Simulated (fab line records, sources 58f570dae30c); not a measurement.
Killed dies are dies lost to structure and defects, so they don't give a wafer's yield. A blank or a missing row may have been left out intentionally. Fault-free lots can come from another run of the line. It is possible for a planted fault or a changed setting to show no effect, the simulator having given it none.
Comparing a struck lot with a sound one    flow berkeley-cmos170    15 out of 331 route steps
Sound: the wafers L370.1, L370.3, L370.6. Wafers L375.2, L375.4, L375.5 were the ones struck. Last of all comes the cause.
For every step that has rows: the tool of each side, followed by ch and its chambers, followed by its first start. Under that, the readings that differ: sound wafers    struck wafers    difference of the means    sigmas: that difference in standard deviations of wafers without a fault.
alike: same words and numbers on both sides, and readings whose means sit less than 2 such deviations apart. not compared: any withheld reading, any reading some wafer has no value for, any bound like >300 that may hide the same value, and any number with overlapping values for which the record gives no deviation.
A row with sigmas, a row that says differs or no value, or rows on one side alone: a step with any of these is where the two part. When numbers do not overlap yet have no deviation, they are printed without sigmas and do not part them. Lack of a reading on every wafer of one side parts them only where that side has two or more wafers.

UCB170_SDANNEAL_RS_MEAS_05: uses a four-point probe to measure.
  sound: film-metro-04 at day 10 10:29; struck: film-metro-03 at day 11 22:29
  alike: NLDD_RS
then, 1 step without rows for these wafers: UCB170_SILICIDE_PRE_CLEAN_00 (preclean etch time 60 s).
UCB170_SILICIDE_SPUTTER_01: material Ti, target thk 30 nm, time 25 s.
  sound: pvd-sputter-04 at day 10 10:40; struck: pvd-sputter-01 at day 11 22:39
  alike: throttle-valve-pct
UCB170_SILICIDE_RS_MEAS_02: uses a four-point probe to measure.
  sound: film-metro-04 at day 10 10:41; struck: film-metro-02 at day 11 22:43
reading                  sound           struck          difference  sigmas
SILICIDE_TI_RS (ohm/sq)  25.2 25.7 25.2  26.6 26.6 26.6  +1.2        +3
UCB170_SILICIDE_THK_MEAS_03: measures by xrf.
  sound: film-metro-04 at day 10 10:49; struck: film-metro-02 at day 11 22:49
reading               sound           struck          difference  sigmas
SILICIDE_TI_THK (nm)  30.8 30.2 30.8  29.5 29.6 29.5  -1.1        -2
UCB170_SILICIDE_RTA_04: time 15 s.
  sound on rtp-anneal-01 ch 0, day 10 10:52; struck on rtp-anneal-01 ch 0, day 11 22:53
  alike: lamp-power-pct, wafer_temp_C_max
then, 3 steps without rows for these wafers: UCB170_SILICIDE_WET_ETCH_05 (etches Ti in SPM, time 45 s); UCB170_CONTACT_CLEAN_00 (cleans in SPM, time 600 s); UCB170_CONTACT_CVD_01 (deposits PSG from SiH4/O2/PH3, target thk 700 nm, time 2820 s).
UCB170_CONTACT_THK_MEAS_02:
  sound: film-metro-02 at day 10 12:57; struck: film-metro-02 at day 12 01:10
  alike: CONTACT_PSG_THK
then, 2 steps without rows for these wafers: UCB170_CONTACT_HMDS_03 (prime time 60 s); UCB170_CONTACT_COAT_04 (resist thk 900 nm).
UCB170_CONTACT_SOFTBAKE_05: time 60 s.
  sound on litho-track-03 ch 0, day 10 13:19; struck on litho-track-03 ch 0, day 12 01:32
reading           sound              struck             difference  sigmas
run-length-s (s)  89.47 89.27 89.36  93.91 93.91 94.02  +4.58       +38
UCB170_CONTACT_STRIP_06: strips in O2.
  sound on plasma-asher-02 ch 0,1, day 10 13:28; struck on plasma-asher-04 ch 0,1, day 12 01:40
  alike: drypump-motor-current-A, oes-product-au, strip-time-to-endpoint-s
  not compared: rf-hours-counter-h
UCB170_M3_PROBE_99:
  the record has rows for the sound wafers here (prober-02, day 11 07:48) and none for the struck ones

## WHERE THEY PART
First at UCB170_SILICIDE_RS_MEAS_02; last, within this record, at UCB170_M3_PROBE_99.

WHY: the cause the simulator had injected
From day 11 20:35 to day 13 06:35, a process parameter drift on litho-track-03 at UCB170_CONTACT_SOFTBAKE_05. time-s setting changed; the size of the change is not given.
